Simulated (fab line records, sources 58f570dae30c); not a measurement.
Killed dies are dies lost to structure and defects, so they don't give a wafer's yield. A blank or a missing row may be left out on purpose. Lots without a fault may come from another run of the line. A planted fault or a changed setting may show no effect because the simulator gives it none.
One fault seen from 2 desks | flow berkeley_cmos170 | each desk has only its own numbers; what lay behind them comes last

THE TOOL OWNER'S DESK: furnace-02
The tool's own readings at UCB170_WELLDRIVE_OXIDATION_01 (target thk 199 nm, ox time 9000 s): means of the sampled wafers that have a number, for each lot that ran on this tool. A lot is out of limits, marked OUT, if its mean lies more than 4 standard deviations from the usual mean; the brackets give that distance.
Columns: A = spike_tc_centre_C at UCB170_WELLDRIVE_OXIDATION_01, usual 1102.4 C; B = spike_tc_load_C at UCB170_WELLDRIVE_OXIDATION_01, usual 1127.2 C; C = spike_tc_source_C at UCB170_WELLDRIVE_OXIDATION_01, usual 1127.1 C; D = tube_center_temp_C at UCB170_WELLDRIVE_OXIDATION_01, usual 1100 C; E = tube_center_temp_C_max at UCB170_WELLDRIVE_OXIDATION_01, usual 1102.9
lot  | first seen here | A                | B                | C                | D                      | E
L921 | day 4 04:26     | 1102.2           | 1126.5           | 1125.8           | 1100                   | 1103.6
L922 | day 4 04:26     | 1101.2           | 1126.8           | 1127.1           | 1100                   | 1103.1
L926 | day 4 23:38     | 1102.2           | 1126.8           | 1126.7           | 1100                   | 1102.9
L927 | day 5 09:59     | 1134.1 (+29) OUT | 1158.5 (+24) OUT | 1159.4 (+16) OUT | 1132 (+99 or more) OUT | 1134.4 (+67) OUT
L928 | day 5 09:59     | 1134.2 (+29) OUT | 1158.9 (+24) OUT | 1159.3 (+16) OUT | 1132 (+99 or more) OUT | 1134.8 (+68) OUT
L941 | day 8 09:58     | 1102.4           | 1126.9           | 1127.3           | 1100                   | 1102.8
L942 | day 8 09:58     | 1102.3           | 1126.6           | 1126.2           | 1100                   | 1102.4
L943 | day 8 21:09     | 1102.0           | 1125.9           | 1126.2           | 1100                   | 1102.8
This desk's finding: out of limits on L927, L928; first on L927, day 5 09:59 (spike_tc_centre_C at UCB170_WELLDRIVE_OXIDATION_01). In limits: L921, L922, L926, L941, L942, L943.

THE METROLOGY DESK
What the gauges read, lot by lot, whatever tool the lot ran on: means of the sampled wafers that have a number. A lot is out of limits, marked OUT, if its mean lies more than 4 standard deviations from the usual mean; the brackets give that distance.
Columns: A = WELLDRIVE_OXIDE_THK at UCB170_WELLDRIVE_THK_MEAS_02, usual 199 nm
lot  | first seen here | A
L921 | day 4 07:56     | 198
L922 | day 4 07:57     | 199
L924 | day 4 20:11     | 197
L926 | day 5 03:09     | 201
L927 | day 5 13:29     | 228 (+8.3) OUT
L928 | day 5 13:30     | 233 (+9.8) OUT
L933 | day 6 16:00     | 193
L936 | day 7 02:40     | 200
L938 | day 7 12:56     | 197
L940 | day 7 19:40     | 197
L939 | day 7 19:40     | 200
L941 | day 8 13:28     | 202
L942 | day 8 13:29     | 200
L943 | day 9 00:39     | 197
This desk's finding: out of limits on L927, L928; first on L927, day 5 13:29 (WELLDRIVE_OXIDE_THK at UCB170_WELLDRIVE_THK_MEAS_02). In limits: L921, L922, L924, L926, L933, L936, L938, L940, L939, L941, L942, L943.

PUT TOGETHER
The tool owner's desk could have raised an alarm at day 5 09:59, on L927, L928.
The metrology desk could have raised an alarm at day 5 13:29, on L927, L928.
Of the lots named, all ran UCB170_WELLDRIVE_OXIDATION_01 on furnace-02.

WHAT THE SIMULATOR HAD PUT IN
Process parameter drift: furnace-02, from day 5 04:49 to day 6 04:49, at UCB170_WELLDRIVE_OXIDATION_01. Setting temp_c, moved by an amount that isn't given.
Lots struck among those shown: L927, L928.
Hours from the fault's start to each desk's first reading out of limits: the tool owner's desk, 5; the metrology desk, 9.
